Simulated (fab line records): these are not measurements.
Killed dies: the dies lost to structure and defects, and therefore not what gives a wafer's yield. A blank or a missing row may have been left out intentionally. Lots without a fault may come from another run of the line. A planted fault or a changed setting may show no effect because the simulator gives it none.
Struck lot and sound lot, side by side :: flow berkeleyCmos170 :: 16 steps out of a route of 331
Sound: the wafers L837.2, L837.3, L837.5. Wafers struck: L855.1, L855.5, L855.6. The cause is named last.
Per side, at each step with rows, come the tool, then ch with its chambers, and then its first start. Under that, the readings that differ: sound wafers :: struck wafers :: difference of the means :: sigmas: that difference in standard deviations of wafers without a fault.
alike: a reading whose means differ by less than 2 such deviations, as well as words and numbers matching on both sides. not compared: withheld readings; readings where some wafer has no value; bounds like >300 that might hide an equal value; numbers whose values overlap and for which the record gives no deviation.
The two part at a step that has a row with sigmas, a row that says differs or no value, or rows on one side only. Non-overlapping numbers with no deviation appear without sigmas and do not part them. A reading that every wafer of one side lacks parts them only if that side has two wafers or more.

first, 1 step without rows for these wafers: UCB170_M3_SOFTBAKE_06 (time 60 s).
UCB170_M3_STRIP_07: strips in O2.
  sound on plasmaAsher-02 ch 0,1, day 7 17:59; struck on plasmaAsher-04 ch 0,1, day 11 13:35
  alike: drypumpMotorCurrentA, oesProductAu, stripTimeToEndpointS
  not compared: rfHoursCounterH
then, 7 steps without rows for these wafers: UCB170_M3_STRIP_08 (strips KrF in DMSO, time 600 s); UCB170_M3_COAT_09; UCB170_M3_COAT_10 (resist thk 900 nm); UCB170_M3_SOFTBAKE_11 (time 60 s); UCB170_M3_EXPOSE_12 (exposes mask METAL3, target cd 700 nm); UCB170_M3_PEB_13; UCB170_M3_DEVELOP_14 (develop time 45 s).
UCB170_M3_CD_MEAS_15 targets a cd of 700 nm.
  sound: cdSem-01 at day 7 19:29; struck: cdSem-02 at day 11 16:29
  alike: cdNm
UCB170_M3_OVL_MEAS_16:
  sound: overlay-02 at day 7 19:35; struck: overlay-01 at day 11 16:37
  alike: M3_OVL
UCB170_M3_ETCH_17: etches BARC in N2/H2.
  sound on rieDiel-01 ch 0,2, day 7 19:37; struck on rieDiel-02 ch 0,2,3, day 11 16:39
  alike: drypumpMotorCurrentA, n2FlowSccm, oesProductAu, rfFwdPowerW, throttleValvePct
UCB170_M3_METAL_ETCH_18: etches Al in Cl2/BCl3, stops on SiO2, target depth 1170 nm, time 195 s.
  sound on rieMetal-01 ch 0,1, day 7 19:39; struck on rieMetal-01 ch 0,1, day 11 16:41
reading: rfFwdPowerW (W)
sound: 595.8 598.1 597.7
struck: 527.8 529.1 525.8
difference: -69.6
sigmas: -33

reading: model.KrF_of_M3_COAT_10.thkNm (nm)
sound: 225.5 219.2 218.3
struck: 297.3 293.9 284.3
difference: +70.8
sigmas: 

reading: model.M3.cdNm (nm)
sound: 694.9 697.3 702.2
struck: 706.1 709.7 704
difference: +8.5
sigmas: 

reading: model.SiO2_of_V2_CVD_00.thkNm (nm)
sound: 939.6 938.4 938.9
struck: 945.2 945.7 943.8
difference: +5.9
sigmas: 
  alike: drypumpMotorCurrentA, oesProductAu, throttleValvePct
  not compared: rfHoursCounterH
UCB170_M3_STRIP_19: strips in O2.
  sound on plasmaAsher-01 ch 0,1, day 7 19:50; struck on plasmaAsher-02 ch 0,1, day 11 16:53
reading: oesProductAu (a.u.)
sound: 0.551 0.552 0.546
struck: 0.631 0.619 0.623
difference: +0.075
sigmas: +4
  alike: drypumpMotorCurrentA
  not compared: rfHoursCounterH
UCB170_M3_CD_MEAS_90 targets a cd of 700 nm.
  sound: cdSem-02 at day 7 20:03; struck: cdSem-02 at day 11 16:59
reading: cdNm (nm)
sound: 694.8 697.5 702.0
struck: 705.3 709.7 703.8
difference: +8.2
sigmas: +3
UCB170_M3_PROBE_99:
  the record has rows for the sound wafers here (prober-01, day 7 20:19) and none for the struck ones

WHERE THEY PART
First at UCB170_M3_METAL_ETCH_18; last, within this record, at UCB170_M3_PROBE_99.

WHY: whatever the simulator had introduced
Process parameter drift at UCB170_M3_METAL_ETCH_18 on rieMetal-01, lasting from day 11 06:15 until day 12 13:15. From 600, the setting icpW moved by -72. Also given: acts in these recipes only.
